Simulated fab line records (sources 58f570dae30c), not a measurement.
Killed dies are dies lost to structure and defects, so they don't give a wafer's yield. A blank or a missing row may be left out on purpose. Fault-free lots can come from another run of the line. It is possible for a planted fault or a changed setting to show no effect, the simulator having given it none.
The tool behind it: which one?	flow berkeleyCmos170	15 lots, 45 wafers sampled, at 4 steps of a route of 331

## WHAT EACH GAUGE READ, for each wafer
UCB170_SDANNEAL_RS_MEAS_04: measurement is done with a four-point probe.
lot	measured	on	PLDD_RS (ohm/sq)
L354	day 8 06:31	filmMetro-03	1031.0 1033.5 1030.5
L353	day 8 07:01	filmMetro-03	1031.1 1032.3 1033.0
L357	day 8 22:56	filmMetro-01	1033.8 1032.9 1031.8
L358	day 8 23:32	filmMetro-03	1029.7 1029.3 1030.7
L359	day 9 00:01	filmMetro-03	1033.5 1032.1 1029.7
L360	day 9 18:51	filmMetro-03	1032.1 1033.6 1034.7
L361	day 9 18:52	filmMetro-02	1031.1 1034.3 1032.5
L362	day 9 19:20	filmMetro-01	1030.2 1031.8 1034.4
L363	day 9 22:50	filmMetro-03	1028.4 1030.6 1031.8
L366	day 10 06:15	filmMetro-02	1030.6 1030.8 1031.8
L365	day 10 06:39	filmMetro-01	1033.8 1033.3 1033.0
L370	day 11 03:01	filmMetro-01	1031.6 1030.1 1030.8
L372	day 12 04:24	filmMetro-03	1031.0 1033.5 1031.9
L374	day 12 04:52	filmMetro-01	1031.1 1030.5 1033.8
L373	day 12 04:56	filmMetro-02	1030.9 1027.0 1029.2

UCB170_M1_THK_MEAS_02: measures by xrf.
lot	measured	on	M1_AL_THK (nm)
L354	day 8 14:40	filmMetro-03	599 603 602
L353	day 8 15:04	filmMetro-03	594 587 595
L357	day 9 09:06	filmMetro-02	593 599 599
L358	day 9 09:40	filmMetro-02	601 594 600
L359	day 9 10:22	filmMetro-03	603 602 592
L360	day 10 03:01	filmMetro-01	596 595 599
L361	day 10 03:02	filmMetro-02	599 592 596
L362	day 10 03:03	filmMetro-03	605 603 599
L363	day 10 06:05	filmMetro-01	608 602 605
L366	day 10 15:28	filmMetro-03	603 609 605
L365	day 10 15:15	filmMetro-02	599 600 604
L370	day 11 10:03	filmMetro-01	595 597 596
L372	day 12 12:18	filmMetro-03	594 595 599
L374	day 12 12:08	filmMetro-01	609 609 618
L373	day 12 12:45	filmMetro-01	610 609 611

UCB170_M1_OVL_MEAS_10.
lot	measured	on	M1_OVL (nm)
L354	day 8 16:15	overlay-01	-2 -9 -6
L353	day 8 17:15	overlay-02	-7 4 -1
L357	day 9 12:04	overlay-02	212 220 223
L358	day 9 14:40	overlay-01	221 230 221
L359	day 9 15:08	overlay-01	214 218 213
L360	day 10 04:52	overlay-01	-16 -16 -17
L361	day 10 05:08	overlay-02	-8 -6 -9
L362	day 10 05:07	overlay-01	2 -7 -10
L363	day 10 07:13	overlay-02	-2 -5 -4
L366	day 10 17:03	overlay-02	-1 -1 -4
L365	day 10 16:57	overlay-01	-2 0 -8
L370	day 11 11:19	overlay-02	-4 -9 -4
L372	day 12 13:24	overlay-02	1 1 3
L374	day 12 13:17	overlay-01	-3 -1 -2
L373	day 12 13:46	overlay-01	-10 -16 -12

## TOOL THAT RAN EACH LOT (tool first, then ch and the chambers of the sampled wafers, then the start)
lot	UCB170_M1_EXPOSE_06
L354	krfScanner-02 ch 0, day 8 15:20
L353	krfScanner-02 ch 0, day 8 15:46
L357	krfScanner-02 ch 0, day 9 10:22
L358	krfScanner-02 ch 0, day 9 11:08
L359	krfScanner-02 ch 0, day 9 12:11
L360	krfScanner-01 ch 0, day 10 03:41
L361	krfScanner-01 ch 0, day 10 03:56
L362	krfScanner-01 ch 0, day 10 03:52
L363	krfScanner-01 ch 0, day 10 06:44
L366	krfScanner-01 ch 0, day 10 16:14
L365	krfScanner-01 ch 0, day 10 16:07
L370	krfScanner-01 ch 0, day 11 10:48
L372	krfScanner-01 ch 0, day 12 12:53
L374	krfScanner-01 ch 0, day 12 12:47
L373	krfScanner-01 ch 0, day 12 13:16
- UCB170_M1_EXPOSE_06: exposes mask METAL1, target cd 700 nm.

## WHAT THE TOOLS THEMSELVES READ (means of the sampled wafers that have a number; where no wafer has one, the mark that the record gives instead)
UCB170_M1_EXPOSE_06.
lot	tool	stageVelMmS (mm/s)
L354	krfScanner-02	499.89
L353	krfScanner-02	499.80
L357	krfScanner-02	500.00
L358	krfScanner-02	500.19
L359	krfScanner-02	499.87
L360	krfScanner-01	499.78
L361	krfScanner-01	499.83
L362	krfScanner-01	500.00
L363	krfScanner-01	499.96
L366	krfScanner-01	500.02
L365	krfScanner-01	500.31
L370	krfScanner-01	499.85
L372	krfScanner-01	499.99
L374	krfScanner-01	499.69
L373	krfScanner-01	499.76

## THE ANSWER, worked out from the rows above alone
Rule: the usual values come from the lots themselves. Put in order of their means at a reading, lots are off if they are a third of the lots or fewer, leave a main group of 4 or more, and stand apart from it by a gap of 3 or more times the standard deviation of the main group's means; of several such gaps the widest counts. The tables above print the reading to a certain number of digits; a main group whose means all agree to those digits is not used. A lot without any number at a reading at which 4 lots or more have one is off too. Where the step has rows for the other lots, those lots are counted as sound. Order of review: gauges by route order, followed by the tools' own readings, for which a lot's mean as printed above is used. At the first step where some lot is off, the reading lying furthest off is the one used; lots without a number count as furthest.
Off: L357, L358, L359, at UCB170_M1_OVL_MEAS_10 (M1_OVL). The main group: mean -5 nm, standard deviation 4.8.
A tool fits if, at a process step before that reading, it ran every lot that is off, and no sound lot after the first of them. The gauges at UCB170_M1_OVL_MEAS_10 are tried like those tools. One fits: UCB170_M1_EXPOSE_06 on krfScanner-02. A fault onset in the window from L353 (day 8 15:46, its last sound lot) to L357 (day 9 10:22, its first lot off) fits.

## WHAT HAD BEEN PUT IN BY THE SIMULATOR
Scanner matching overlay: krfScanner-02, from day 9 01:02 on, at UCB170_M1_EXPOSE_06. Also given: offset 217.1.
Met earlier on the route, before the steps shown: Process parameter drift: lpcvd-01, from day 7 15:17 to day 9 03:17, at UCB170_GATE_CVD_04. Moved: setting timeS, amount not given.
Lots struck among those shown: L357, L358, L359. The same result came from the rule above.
